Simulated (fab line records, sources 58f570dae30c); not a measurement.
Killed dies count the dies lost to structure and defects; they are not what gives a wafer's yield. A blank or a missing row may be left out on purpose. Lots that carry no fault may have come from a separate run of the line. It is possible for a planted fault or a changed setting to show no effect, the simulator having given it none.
fab line records | flow berkeleyCmos170 | part 1 of 2: steps 1 to 23 of 32
record lots=5 | wafers=15 | lastDay=12
route steps=331 shown SCREENOX@103 NVT@104 PVT@115 GATE@125 FIELD@126
lots untouched by any fault: they come from a run of this same line in which no faults occurred
startH: the number of hours between the record's first day and the start of the first shown wafer of the lot | waitH: hours since the lot's step before | " as in the row above | L1.1+2: a row that stands for several wafers | - no value, or no start given | * or withheld: withheld | < > ~ a bound
route shown NAME@n: a module of which the file shows steps, and the number in the route of the first | usual: mean and standard deviation over wafers with no fault | same: alike in all rows | chamber/n: place in a boat | sites: per-site readings | _std_site: the values' standard deviation | _edge_site: outer sites' mean less inner sites' | radiusMm: how far each site lies from the wafer's centre | mask NAME#n: copy n | behind: tool/chamber where the wafer was last shaped | hold: the reason the lot was held/the length of the hold in hours/how it ended | device: transistor that didn't switch, given as n, p or np | end of line: the route-end tests of the same wafers | where a step has no rows: the recipe by itself | killed: dies lost to structure and defects at the first sort, not the wafer's yield | map: the dies of a wafer, with x for killed, . for not killed, _ for no die there
set.NAME: the setting that was run; set.NAME@STEP: the one run at that earlier step | model.NAME: the simulator's own value behind a step, which no gauge read
certain route steps with their lots: each step a table, each wafer a row
services: a tool's chamber out of use, with start hour (startH, from the record's first day; less than 0 if before it), hours out, and reason
## steps
# step UCB170_SCREENOX_ANNEAL_03
# recipe tempC=900 | timeS=900 | ambient=N2
# usual spikeTcCentreC=901.7/1.5 | tubeCenterTempC=900/0.087 | zonePowerLoadPct=27/3.2
# same timeS=900
lot.wafer | tool       | chamber | startH | waitH | spikeTcCentreC | tubeCenterTempC | zonePowerLoadPct
L074.2    | furnace-01 | 0       | 138.61 | 7.0   | 902.7          | 899.96          | 24
L074.3    | "          | 0       | "      | "     | 899.2          | 899.94          | 24
L074.4    | "          | 0       | "      | "     | 898.6          | 899.99          | 24
L075.1    | furnace-01 | 0       | 144.28 | 3.5   | 901.8          | 899.82          | 24
L075.2    | "          | 0       | "      | "     | 899.1          | 900.02          | 24
L075.5    | "          | 0       | "      | "     | 900.0          | 900.25          | 25
L079.1    | furnace-04 | 0       | 162.40 | 5.6   | 902.7          | 899.88          | 30
L079.2    | "          | 0       | "      | "     | 902.3          | 899.85          | 30
L079.3    | "          | 0       | "      | "     | 901.3          | 900.04          | 30
L085.1    | furnace-01 | 0       | 184.37 | 4.1   | 901.2          | 899.98          | 25
L085.3    | "          | 0       | "      | "     | 901.0          | 899.98          | 24
L085.6    | "          | 0       | "      | "     | 900.1          | 900.12          | 24
L090.2    | furnace-04 | 0       | 222.33 | 4.7   | 901.5          | 899.97          | 30
L090.4    | "          | 0       | "      | "     | 900.9          | 899.95          | 30
L090.5    | "          | 0       | "      | "     | 902.9          | 900.05          | 30
# step UCB170_NVT_HMDS_00
# recipe primeTimeS=60 | primeTempC=100
# usual exhaustPa=44.9/0.87 | primeTempC=99.98/0.15 | resistLineTempC=23.01/0.093
lot.wafer | tool          | chamber | startH | waitH | exhaustPa | primeTempC | resistLineTempC
L074.2    | lithoTrack-03 | 0       | 139.88 | 0.0   | 47.0      | 99.85      | 23.01
L074.3    | "             | 0       | "      | "     | 47.4      | 100.11     | 23.07
L074.4    | "             | 0       | "      | "     | 46.7      | 99.96      | 23.02
L075.1    | lithoTrack-01 | 0       | 145.81 | 0.3   | 45.3      | 100.08     | 23.05
L075.2    | "             | 0       | "      | "     | 45.7      | 99.96      | 23.02
L075.5    | "             | 0       | "      | "     | 45.5      | 100.13     | 22.98
L079.1    | lithoTrack-01 | 0       | 163.65 | 0.0   | 43.2      | 99.80      | 23.11
L079.2    | "             | 0       | "      | "     | 43.3      | 99.84      | 23.14
L079.3    | "             | 0       | "      | "     | 44.5      | 99.74      | 23.01
L085.1    | lithoTrack-01 | 0       | 185.82 | 0.2   | 45.5      | 99.89      | 22.92
L085.3    | "             | 0       | "      | "     | 45.3      | 100.00     | 22.92
L085.6    | "             | 0       | "      | "     | 44.8      | 100.02     | 23.05
L090.2    | lithoTrack-04 | 0       | 224.47 | 0.9   | 43.7      | 100.11     | 23.03
L090.4    | "             | 0       | "      | "     | 43.9      | 99.83      | 23.16
L090.5    | "             | 0       | "      | "     | 43.6      | 100.24     | 23.10
# step UCB170_NVT_COAT_01
# recipe resist=KrF | spinRpm=1500 | resistThkNm=900
# usual exhaustPa=45.0/0.9 | resistLineTempC=23.01/0.1
lot.wafer | tool          | chamber | startH | waitH | exhaustPa | resistLineTempC
L074.2    | lithoTrack-03 | 0       | 140.03 | 0.1   | 45.8      | 23.01
L074.3    | "             | 0       | "      | "     | 46.3      | 23.06
L074.4    | "             | 0       | "      | "     | 45.9      | 22.96
L075.1    | lithoTrack-01 | 0       | 145.96 | 0.1   | 46.2      | 23.06
L075.2    | "             | 0       | "      | "     | 44.8      | 23.15
L075.5    | "             | 0       | "      | "     | 45.3      | 23.06
L079.1    | lithoTrack-01 | 0       | 163.80 | 0.1   | 45.0      | 23.08
L079.2    | "             | 0       | "      | "     | 44.5      | 22.89
L079.3    | "             | 0       | "      | "     | 45.8      | 23.13
L085.1    | lithoTrack-01 | 0       | 185.97 | 0.1   | 46.5      | 23.07
L085.3    | "             | 0       | "      | "     | 45.5      | 22.99
L085.6    | "             | 0       | "      | "     | 45.6      | 22.88
L090.2    | lithoTrack-04 | 0       | 224.62 | 0.1   | 44.2      | 22.97
L090.4    | "             | 0       | "      | "     | 45.2      | 22.82
L090.5    | "             | 0       | "      | "     | 44.9      | 22.96
# step UCB170_NVT_SOFTBAKE_02
# recipe resist=KrF | tempC=130 | timeS=60
# usual exhaustPa=45.0/0.96 | resistLineTempC=23.00/0.099
# same timeS=60
lot.wafer | tool          | chamber | startH | waitH | exhaustPa | resistLineTempC
L074.2    | lithoTrack-03 | 0       | 140.18 | 0.1   | 44.2      | 22.93
L074.3    | "             | 0       | "      | "     | 43.6      | 22.90
L074.4    | "             | 0       | "      | "     | 44.2      | 23.02
L075.1    | lithoTrack-01 | 0       | 146.11 | 0.1   | 47.3      | 23.03
L075.2    | "             | 0       | "      | "     | 44.5      | 23.03
L075.5    | "             | 0       | "      | "     | 46.0      | 22.99
L079.1    | lithoTrack-01 | 0       | 163.95 | 0.1   | 43.4      | 23.13
L079.2    | "             | 0       | "      | "     | 42.1      | 23.10
L079.3    | "             | 0       | "      | "     | 43.6      | 23.15
L085.1    | lithoTrack-01 | 0       | 186.12 | 0.1   | 46.3      | 23.11
L085.3    | "             | 0       | "      | "     | 44.5      | 23.10
L085.6    | "             | 0       | "      | "     | 45.3      | 23.23
L090.2    | lithoTrack-04 | 0       | 224.77 | 0.1   | 46.7      | 22.92
L090.4    | "             | 0       | "      | "     | 46.4      | 23.07
L090.5    | "             | 0       | "      | "     | 45.8      | 23.06
# step UCB170_NVT_EXPOSE_03
# recipe maskId=PWELL | targetCdNm=3000 | na=0.5 | sigmaOuter=0.6 | sourceShape=conventional | doseMj=30
lot.wafer  | tool          | chamber | startH | waitH | mask
L074.2+3+4 | krfScanner-01 | 0       | 140.33 | 0.1   | PWELL#0
L075.1+2+5 | krfScanner-02 | 0       | 146.39 | 0.2   | PWELL#0
L079.1+2+3 | krfScanner-01 | 0       | 164.46 | 0.5   | PWELL#0
L085.1+3+6 | krfScanner-01 | 0       | 186.69 | 0.5   | PWELL#0
L090.2+4+5 | krfScanner-02 | 0       | 225.15 | 0.4   | PWELL#0
# step UCB170_NVT_PEB_04
# recipe pebTempC=130 | pebTimeS=withheld | resist=KrF
# usual exhaustPa=45.1/0.74 | resistLineTempC=22.98/0.11
lot.wafer | tool          | chamber | startH | waitH | exhaustPa | resistLineTempC
L074.2    | lithoTrack-04 | 0       | 140.45 | 0.1   | 45.7      | 22.94
L074.3    | "             | 0       | "      | "     | 44.3      | 23.03
L074.4    | "             | 0       | "      | "     | 44.1      | 22.99
L075.1    | lithoTrack-03 | 0       | 146.50 | 0.1   | 45.2      | 22.65
L075.2    | "             | 0       | "      | "     | 45.2      | 22.89
L075.5    | "             | 0       | "      | "     | 45.3      | 22.84
L079.1    | lithoTrack-03 | 0       | 164.57 | 0.1   | 44.2      | 22.90
L079.2    | "             | 0       | "      | "     | 44.2      | 23.09
L079.3    | "             | 0       | "      | "     | 44.6      | 22.99
L085.1    | lithoTrack-04 | 0       | 186.80 | 0.1   | 45.2      | 23.10
L085.3    | "             | 0       | "      | "     | 44.7      | 23.02
L085.6    | "             | 0       | "      | "     | 45.2      | 23.03
L090.2    | lithoTrack-01 | 0       | 225.82 | 0.7   | 45.1      | 23.11
L090.4    | "             | 0       | "      | "     | 44.1      | 23.17
L090.5    | "             | 0       | "      | "     | 45.2      | 23.14
# step UCB170_NVT_DEVELOP_05
# recipe developer=TMAH | developTimeS=45 | resist=KrF | devTempC=21
# usual exhaustPa=45.2/0.93 | resistLineTempC=23.01/0.1
lot.wafer | tool          | chamber | startH | waitH | exhaustPa | resistLineTempC
L074.2    | lithoTrack-04 | 0       | -      | -     | 46.0      | 22.98
L074.3    | "             | 0       | "      | "     | 44.4      | 22.98
L074.4    | "             | 0       | "      | "     | 45.1      | 22.99
L075.1    | lithoTrack-03 | 0       | -      | -     | 45.0      | 23.06
L075.2    | "             | 0       | "      | "     | 45.8      | 23.15
L075.5    | "             | 0       | "      | "     | 45.8      | 23.17
L079.1    | lithoTrack-03 | 0       | -      | -     | 45.8      | 23.13
L079.2    | "             | 0       | "      | "     | 45.2      | 23.12
L079.3    | "             | 0       | "      | "     | 44.6      | 23.04
L085.1    | lithoTrack-04 | 0       | -      | -     | 44.6      | 23.02
L085.3    | "             | 0       | "      | "     | 44.8      | 22.98
L085.6    | "             | 0       | "      | "     | 45.9      | 22.98
L090.2    | lithoTrack-01 | 0       | -      | -     | 44.1      | 22.97
L090.4    | "             | 0       | "      | "     | 44.2      | 22.86
L090.5    | "             | 0       | "      | "     | 44.6      | 22.94
# step UCB170_NVT_OVL_MEAS_06
# usual NVT_OVL=-2/5.4
lot.wafer | tool       | chamber | startH | waitH | NVT_OVL[nm]
L074.2    | overlay-02 | -       | 140.71 | -     | 1
L074.3    | "          | -       | "      | "     | 2
L074.4    | "          | -       | "      | "     | 3
L075.1    | overlay-01 | -       | 146.78 | -     | 0
L075.2    | "          | -       | "      | "     | 5
L075.5    | "          | -       | "      | "     | 0
L079.1    | overlay-01 | -       | 164.85 | -     | 1
L079.2    | "          | -       | "      | "     | 4
L079.3    | "          | -       | "      | "     | -4
L085.1    | overlay-02 | -       | 187.08 | -     | -18
L085.3    | "          | -       | "      | "     | -5
L085.6    | "          | -       | "      | "     | -18
L090.2    | overlay-02 | -       | 226.08 | -     | 0
L090.4    | "          | -       | "      | "     | 0
L090.5    | "          | -       | "      | "     | -5
# step UCB170_NVT_IMPLANT_07
# recipe species=BF2 | doseCm2=3e+12 | energyKev=50 | tiltDeg=7
# usual beamOnS=10.00/0.19
# same implantIonAmu=49
lot.wafer | tool         | chamber | startH | waitH | beamOnS
L074.2    | implanter-02 | 0       | 140.76 | 0.0   | 9.88
L074.3    | "            | 0       | "      | "     | 9.80
L074.4    | "            | 0       | "      | "     | 10.03
L075.1    | implanter-02 | 0       | 146.82 | 0.0   | 10.13
L075.2    | "            | 0       | "      | "     | 9.86
L075.5    | "            | 0       | "      | "     | 9.93
L079.1    | implanter-02 | 0       | 164.88 | 0.0   | 9.77
L079.2    | "            | 0       | "      | "     | 10.42
L079.3    | "            | 0       | "      | "     | 9.99
L085.1    | implanter-02 | 0       | 187.11 | 0.0   | 10.05
L085.3    | "            | 0       | "      | "     | 10.04
L085.6    | "            | 0       | "      | "     | 10.18
L090.2    | implanter-02 | 0       | 226.13 | 0.0   | 10.33
L090.4    | "            | 0       | "      | "     | 9.88
L090.5    | "            | 0       | "      | "     | 10.05
# step UCB170_NVT_STRIP_08
# recipe chemistry=O2 | powerW=400 | pressureMtorr=3500 | platenTempC=withheld | o2FlowSccm=400 | overashFraction=0.5
# usual chamberPressureMTorr=3500/3.1 | drypumpMotorCurrentA=5.5/0.31 | oesProductAu=0.734/0.0041 | stripTimeToEndpointS=21.61/0.069
lot.wafer | tool           | chamber | startH | waitH | chamberPressureMTorr | drypumpMotorCurrentA | oesProductAu | rfHoursCounterH | stripTimeToEndpointS
L074.2    | plasmaAsher-02 | 1       | 140.89 | 0.1   | 3498                 | 5.3                  | 0.743        | 43              | 21.62
L074.3    | "              | 1       | "      | "     | 3501                 | 5.3                  | 0.743        | -               | 21.63
L074.4    | "              | 0       | "      | "     | 3503                 | 5.9                  | 0.734        | -               | 21.62
L075.1    | plasmaAsher-04 | 0       | 146.97 | 0.1   | 3502                 | 5.4                  | 0.725        | 36              | 21.53
L075.2    | "              | 1       | "      | "     | 3502                 | 5.7                  | 0.727        | 36              | 21.54
L075.5    | "              | 1       | "      | "     | 3502                 | 5.7                  | 0.733        | -               | 21.48
L079.1    | plasmaAsher-02 | 0       | 165.03 | 0.1   | 3508                 | 5.8                  | 0.734        | 46              | 21.61
L079.2    | "              | 1       | "      | "     | 3497                 | 5.3                  | 0.737        | 46              | 21.71
L079.3    | "              | 1       | "      | "     | 3502                 | 5.3                  | 0.745        | -               | 21.65
L085.1    | plasmaAsher-02 | 1       | 187.26 | 0.1   | 3499                 | 5.3                  | 0.726        | 48              | 21.55
L085.3    | "              | 0       | "      | "     | 3503                 | 5.9                  | 0.732        | -               | 21.63
L085.6    | "              | 1       | "      | "     | 3500                 | 5.3                  | 0.739        | -               | 21.59
L090.2    | plasmaAsher-04 | 1       | 226.26 | 0.1   | 3502                 | 5.7                  | 0.740        | 44              | 21.58
L090.4    | "              | 1       | "      | "     | 3507                 | 5.7                  | 0.735        | -               | 21.62
L090.5    | "              | 0       | "      | "     | 3500                 | 5.4                  | 0.737        | -               | 21.63
# step UCB170_NVT_TW_MEAS_09
# usual NVT_TW=525/5.4
lot.wafer | tool         | chamber | startH | waitH | NVT_TW
L074.2    | filmMetro-01 | -       | 141.00 | 0.1   | 531
L074.3    | "            | -       | "      | "     | 534
L074.4    | "            | -       | "      | "     | 536
L075.1    | filmMetro-04 | -       | 147.07 | 0.1   | 523
L075.2    | "            | -       | "      | "     | 523
L075.5    | "            | -       | "      | "     | 520
L079.1    | filmMetro-03 | -       | 165.13 | 0.1   | 522
L079.2    | "            | -       | "      | "     | 521
L079.3    | "            | -       | "      | "     | 520
L085.1    | filmMetro-04 | -       | 187.36 | 0.1   | 523
L085.3    | "            | -       | "      | "     | 525
L085.6    | "            | -       | "      | "     | 529
L090.2    | filmMetro-03 | -       | 226.37 | 0.1   | 526
L090.4    | "            | -       | "      | "     | 523
L090.5    | "            | -       | "      | "     | 523
# step UCB170_NVT_CLEAN_10
# recipe chemistry=SPM | tempC=120 | timeS=600
# usual bathHeatDutyPct=13.9/1.3
# same timeS=600
lot.wafer | tool        | chamber | startH | waitH | bathHeatDutyPct
L074.2    | wetBench-03 | 1       | 141.05 | 0.0   | 16.6
L074.3    | "           | 1       | "      | "     | 14.3
L074.4    | "           | 1       | "      | "     | 14.4
L075.1    | wetBench-04 | 1       | 148.80 | 1.7   | 12.2
L075.2    | "           | 1       | "      | "     | 11.0
L075.5    | "           | 1       | "      | "     | 12.9
L079.1    | wetBench-03 | 1       | 167.57 | 2.4   | 15.7
L079.2    | "           | 1       | "      | "     | 14.6
L079.3    | "           | 1       | "      | "     | 13.1
L085.1    | wetBench-02 | 2       | 187.57 | 0.2   | 12.9
L085.3    | "           | 2       | "      | "     | 12.7
L085.6    | "           | 2       | "      | "     | 12.9
L090.2    | wetBench-03 | 0       | 226.42 | 0.0   | 14.3
L090.4    | "           | 0       | "      | "     | 14.7
L090.5    | "           | 0       | "      | "     | 13.8
# step UCB170_PVT_HMDS_00
# recipe primeTimeS=60 | primeTempC=100
# usual exhaustPa=44.9/1.1 | primeTempC=99.99/0.13 | resistLineTempC=23.03/0.12
lot.wafer | tool          | chamber | startH | waitH | exhaustPa | primeTempC | resistLineTempC
L074.2    | lithoTrack-04 | 0       | 141.26 | 0.0   | 44.4      | 99.98      | 22.98
L074.3    | "             | 0       | "      | "     | 43.3      | 99.98      | 23.07
L074.4    | "             | 0       | "      | "     | 45.4      | 100.13     | 22.94
L075.1    | lithoTrack-03 | 0       | 148.98 | 0.0   | 44.8      | 99.98      | 23.07
L075.2    | "             | 0       | "      | "     | 45.2      | 99.93      | 23.07
L075.5    | "             | 0       | "      | "     | 45.5      | 99.88      | 22.99
L079.1    | lithoTrack-03 | 0       | 167.80 | 0.1   | 45.5      | 100.08     | 23.17
L079.2    | "             | 0       | "      | "     | 43.5      | 100.04     | 23.02
L079.3    | "             | 0       | "      | "     | 44.5      | 100.16     | 23.04
L085.1    | lithoTrack-03 | 0       | 188.02 | 0.3   | 46.8      | 100.30     | 23.23
L085.3    | "             | 0       | "      | "     | 46.7      | 100.17     | 23.40
L085.6    | "             | 0       | "      | "     | 46.3      | 100.19     | 23.16
L090.2    | lithoTrack-02 | 0       | 226.65 | 0.0   | 43.5      | 99.95      | 23.03
L090.4    | "             | 0       | "      | "     | 44.6      | 99.85      | 22.86
L090.5    | "             | 0       | "      | "     | 43.1      | 99.97      | 22.93
# step UCB170_PVT_COAT_01
# recipe resist=KrF | spinRpm=1500 | resistThkNm=900
# usual exhaustPa=45.0/0.92 | resistLineTempC=23.00/0.097
lot.wafer | tool          | chamber | startH | waitH | exhaustPa | resistLineTempC
L074.2    | lithoTrack-04 | 0       | 141.41 | 0.1   | 46.5      | 22.93
L074.3    | "             | 0       | "      | "     | 45.7      | 22.84
L074.4    | "             | 0       | "      | "     | 46.2      | 22.84
L075.1    | lithoTrack-03 | 0       | 149.13 | 0.1   | 45.0      | 23.06
L075.2    | "             | 0       | "      | "     | 46.4      | 23.20
L075.5    | "             | 0       | "      | "     | 45.5      | 23.18
L079.1    | lithoTrack-03 | 0       | 167.95 | 0.1   | 46.2      | 22.83
L079.2    | "             | 0       | "      | "     | 44.8      | 22.92
L079.3    | "             | 0       | "      | "     | 45.0      | 22.87
L085.1    | lithoTrack-03 | 0       | 188.17 | 0.1   | 45.8      | 22.97
L085.3    | "             | 0       | "      | "     | 46.1      | 22.90
L085.6    | "             | 0       | "      | "     | 47.4      | 22.97
L090.2    | lithoTrack-02 | 0       | 226.80 | 0.1   | 43.8      | 23.11
L090.4    | "             | 0       | "      | "     | 46.3      | 23.12
L090.5    | "             | 0       | "      | "     | 45.2      | 23.11
# step UCB170_PVT_SOFTBAKE_02
# recipe resist=KrF | tempC=130 | timeS=60
# usual exhaustPa=45.1/0.9 | resistLineTempC=23.02/0.089
# same timeS=60
lot.wafer | tool          | chamber | startH | waitH | exhaustPa | resistLineTempC
L074.2    | lithoTrack-04 | 0       | 141.56 | 0.1   | 44.0      | 23.21
L074.3    | "             | 0       | "      | "     | 44.7      | 23.10
L074.4    | "             | 0       | "      | "     | 44.1      | 23.09
L075.1    | lithoTrack-03 | 0       | 149.28 | 0.1   | 44.9      | 22.97
L075.2    | "             | 0       | "      | "     | 47.0      | 23.03
L075.5    | "             | 0       | "      | "     | 46.4      | 22.83
L079.1    | lithoTrack-03 | 0       | 168.10 | 0.1   | 45.6      | 23.04
L079.2    | "             | 0       | "      | "     | 45.2      | 22.97
L079.3    | "             | 0       | "      | "     | 45.2      | 22.86
L085.1    | lithoTrack-03 | 0       | 188.32 | 0.1   | 46.6      | 23.04
L085.3    | "             | 0       | "      | "     | 45.9      | 22.95
L085.6    | "             | 0       | "      | "     | 45.5      | 23.14
L090.2    | lithoTrack-02 | 0       | 226.95 | 0.1   | 44.7      | 23.08
L090.4    | "             | 0       | "      | "     | 44.9      | 22.85
L090.5    | "             | 0       | "      | "     | 45.5      | 22.98
# step UCB170_PVT_EXPOSE_03
# recipe maskId=NWELL | targetCdNm=3000 | na=0.5 | sigmaOuter=0.6 | sourceShape=conventional | doseMj=30
lot.wafer  | tool          | chamber | startH | waitH | mask
L074.2+3+4 | krfScanner-01 | 0       | 141.83 | 0.2   | NWELL#0
L075.1+2+5 | krfScanner-01 | 0       | 149.58 | 0.3   | NWELL#0
L079.1+2+3 | krfScanner-02 | 0       | 168.56 | 0.4   | NWELL#0
L085.1+3+6 | krfScanner-02 | 0       | 188.69 | 0.3   | NWELL#0
L090.2+4+5 | krfScanner-02 | 0       | 227.22 | 0.2   | NWELL#0
# step UCB170_PVT_PEB_04
# recipe pebTempC=130 | pebTimeS=withheld | resist=KrF
# usual exhaustPa=44.9/0.78 | resistLineTempC=23.02/0.12
lot.wafer | tool          | chamber | startH | waitH | exhaustPa | resistLineTempC
L074.2    | lithoTrack-04 | 0       | 141.95 | 0.1   | 44.6      | 23.06
L074.3    | "             | 0       | "      | "     | 44.7      | 23.06
L074.4    | "             | 0       | "      | "     | 44.0      | 23.01
L075.1    | lithoTrack-03 | 0       | 149.70 | 0.1   | 44.7      | 23.13
L075.2    | "             | 0       | "      | "     | 45.7      | 23.09
L075.5    | "             | 0       | "      | "     | 45.1      | 22.96
L079.1    | lithoTrack-04 | 0       | 168.92 | 0.3   | 43.5      | 23.00
L079.2    | "             | 0       | "      | "     | 43.2      | 22.93
L079.3    | "             | 0       | "      | "     | 43.3      | 23.09
L085.1    | lithoTrack-02 | 0       | 188.81 | 0.1   | 44.8      | 23.01
L085.3    | "             | 0       | "      | "     | 44.1      | 23.00
L085.6    | "             | 0       | "      | "     | 44.5      | 23.04
L090.2    | lithoTrack-04 | 0       | 227.35 | 0.1   | 44.4      | 22.96
L090.4    | "             | 0       | "      | "     | 44.9      | 23.09
L090.5    | "             | 0       | "      | "     | 44.7      | 23.11
# step UCB170_PVT_DEVELOP_05
# recipe developer=TMAH | developTimeS=45 | resist=KrF | devTempC=21
# usual exhaustPa=44.9/0.99 | resistLineTempC=23.01/0.11
lot.wafer | tool          | chamber | startH | waitH | exhaustPa | resistLineTempC
L074.2    | lithoTrack-04 | 0       | -      | -     | 46.0      | 22.83
L074.3    | "             | 0       | "      | "     | 44.7      | 22.90
L074.4    | "             | 0       | "      | "     | 45.8      | 22.98
L075.1    | lithoTrack-03 | 0       | -      | -     | 45.1      | 22.96
L075.2    | "             | 0       | "      | "     | 44.4      | 22.98
L075.5    | "             | 0       | "      | "     | 45.7      | 22.90
L079.1    | lithoTrack-04 | 0       | -      | -     | 45.2      | 22.97
L079.2    | "             | 0       | "      | "     | 45.1      | 22.98
L079.3    | "             | 0       | "      | "     | 43.8      | 23.10
L085.1    | lithoTrack-02 | 0       | -      | -     | 45.2      | 23.05
L085.3    | "             | 0       | "      | "     | 46.7      | 22.95
L085.6    | "             | 0       | "      | "     | 46.5      | 23.06
L090.2    | lithoTrack-04 | 0       | -      | -     | 45.7      | 23.12
L090.4    | "             | 0       | "      | "     | 45.2      | 23.18
L090.5    | "             | 0       | "      | "     | 43.5      | 23.17
# step UCB170_PVT_OVL_MEAS_06
# usual PVT_OVL=-1/5.5
lot.wafer | tool       | chamber | startH | waitH | PVT_OVL[nm]
L074.2    | overlay-01 | -       | 142.21 | -     | 6
L074.3    | "          | -       | "      | "     | -4
L074.4    | "          | -       | "      | "     | 4
L075.1    | overlay-02 | -       | 149.97 | -     | 7
L075.2    | "          | -       | "      | "     | -1
L075.5    | "          | -       | "      | "     | -3
L079.1    | overlay-01 | -       | 169.19 | -     | 1
L079.2    | "          | -       | "      | "     | 3
L079.3    | "          | -       | "      | "     | 5
L085.1    | overlay-02 | -       | 189.09 | -     | -10
L085.3    | "          | -       | "      | "     | -5
L085.6    | "          | -       | "      | "     | -4
L090.2    | overlay-01 | -       | 227.60 | -     | -4
L090.4    | "          | -       | "      | "     | -3
L090.5    | "          | -       | "      | "     | -2
# step UCB170_PVT_IMPLANT_07
# recipe species=P | doseCm2=2e+12 | energyKev=30 | tiltDeg=7
# usual beamOnS=10.02/0.22
# same implantIonAmu=31
lot.wafer | tool         | chamber | startH | waitH | beamOnS
L074.2    | implanter-04 | 0       | 142.27 | 0.0   | 10.30
L074.3    | "            | 0       | "      | "     | 9.96
L074.4    | "            | 0       | "      | "     | 10.08
L075.1    | implanter-04 | 0       | 150.01 | 0.0   | 9.89
L075.2    | "            | 0       | "      | "     | 9.95
L075.5    | "            | 0       | "      | "     | 9.87
L079.1    | implanter-02 | 0       | 169.23 | 0.0   | 9.89
L079.2    | "            | 0       | "      | "     | 10.08
L079.3    | "            | 0       | "      | "     | 9.96
L085.1    | implanter-01 | 0       | 189.12 | 0.0   | 10.13
L085.3    | "            | 0       | "      | "     | 9.83
L085.6    | "            | 0       | "      | "     | 10.40
L090.2    | implanter-02 | 0       | 227.66 | 0.0   | 10.33
L090.4    | "            | 0       | "      | "     | 9.82
L090.5    | "            | 0       | "      | "     | 10.05
# step UCB170_PVT_STRIP_08
# recipe chemistry=O2 | powerW=400 | pressureMtorr=3500 | platenTempC=withheld | o2FlowSccm=400 | overashFraction=0.5
# usual chamberPressureMTorr=3499.6/3 | drypumpMotorCurrentA=5.56/0.23 | oesProductAu=0.734/0.0048 | stripTimeToEndpointS=21.62/0.052
lot.wafer | tool           | chamber | startH | waitH | chamberPressureMTorr | drypumpMotorCurrentA | oesProductAu | rfHoursCounterH | stripTimeToEndpointS
L074.2    | plasmaAsher-04 | 1       | 142.39 | 0.1   | 3497.4               | 5.74                 | 0.730        | 35              | 21.61
L074.3    | "              | 0       | "      | "     | 3498.8               | 5.41                 | 0.733        | -               | 21.56
L074.4    | "              | 1       | "      | "     | 3501.5               | 5.75                 | 0.739        | -               | 21.58
L075.1    | plasmaAsher-02 | 1       | 150.23 | 0.2   | 3499.2               | 5.29                 | 0.739        | 44              | 21.71
L075.2    | "              | 0       | "      | "     | 3499.8               | 5.88                 | 0.731        | 44              | 21.68
L075.5    | "              | 0       | "      | "     | 3496.3               | 5.89                 | 0.732        | -               | 21.68
L079.1    | plasmaAsher-02 | 0       | 169.38 | 0.1   | 3501.7               | 5.86                 | 0.730        | 46              | 21.62
L079.2    | "              | 1       | "      | "     | 3501.7               | 5.29                 | 0.736        | 46              | 21.61
L079.3    | "              | 1       | "      | "     | 3504.7               | 5.29                 | 0.730        | -               | 21.59
L085.1    | plasmaAsher-02 | 1       | 189.27 | 0.1   | 3498.6               | 5.30                 | 0.736        | 48              | 21.60
L085.3    | "              | 1       | "      | "     | 3502.7               | 5.28                 | 0.738        | -               | 21.58
L085.6    | "              | 0       | "      | "     | 3500.3               | 5.90                 | 0.738        | -               | 21.55
L090.2    | plasmaAsher-03 | 1       | 227.78 | 0.1   | 3501.5               | 5.27                 | 0.735        | 52              | 21.65
L090.4    | "              | 0       | "      | "     | 3502.8               | 5.71                 | 0.741        | -               | 21.73
L090.5    | "              | 1       | "      | "     | 3501.9               | 5.30                 | 0.728        | -               | 21.67
# step UCB170_PVT_TW_MEAS_09
# usual PVT_TW=513/4.9
lot.wafer | tool         | chamber | startH | waitH | PVT_TW
L074.2    | filmMetro-01 | -       | 142.50 | 0.1   | 517
L074.3    | "            | -       | "      | "     | 517
L074.4    | "            | -       | "      | "     | 515
L075.1    | filmMetro-02 | -       | 150.33 | 0.1   | 517
L075.2    | "            | -       | "      | "     | 514
L075.5    | "            | -       | "      | "     | 516
L079.1    | filmMetro-02 | -       | 169.48 | 0.1   | 515
L079.2    | "            | -       | "      | "     | 516
L079.3    | "            | -       | "      | "     | 518
L085.1    | filmMetro-02 | -       | 189.37 | 0.1   | 518
L085.3    | "            | -       | "      | "     | 517
L085.6    | "            | -       | "      | "     | 517
L090.2    | filmMetro-02 | -       | 227.89 | 0.1   | 518
L090.4    | "            | -       | "      | "     | 521
L090.5    | "            | -       | "      | "     | 517
# step UCB170_GATE_WET_ETCH_00
# recipe chemistry=dHF | dilution=25:1 | target=SiO2 | tempC=25 | timeS=200
# usual bathHeatDutyPct=6.2/0.78
# same timeS=200
lot.wafer | tool        | chamber | startH | waitH | bathHeatDutyPct
L074.2    | wetBench-02 | 1       | 142.63 | 0.1   | 5.8
L074.3    | "           | 1       | "      | "     | 6.6
L074.4    | "           | 1       | "      | "     | 6.8
L075.1    | wetBench-01 | 2       | 150.39 | 0.1   | 6.4
L075.2    | "           | 2       | "      | "     | 7.8
L075.5    | "           | 2       | "      | "     | 7.8
L079.1    | wetBench-02 | 3       | 169.54 | 0.1   | 5.4
L079.2    | "           | 3       | "      | "     | 6.2
L079.3    | "           | 3       | "      | "     | 5.8
L085.1    | wetBench-04 | 2       | 189.43 | 0.1   | 5.5
L085.3    | "           | 2       | "      | "     | 5.7
L085.6    | "           | 2       | "      | "     | 6.3
L090.2    | wetBench-04 | 0       | 227.94 | 0.0   | 6.8
L090.4    | "           | 0       | "      | "     | 6.7
L090.5    | "           | 0       | "      | "     | 6.4
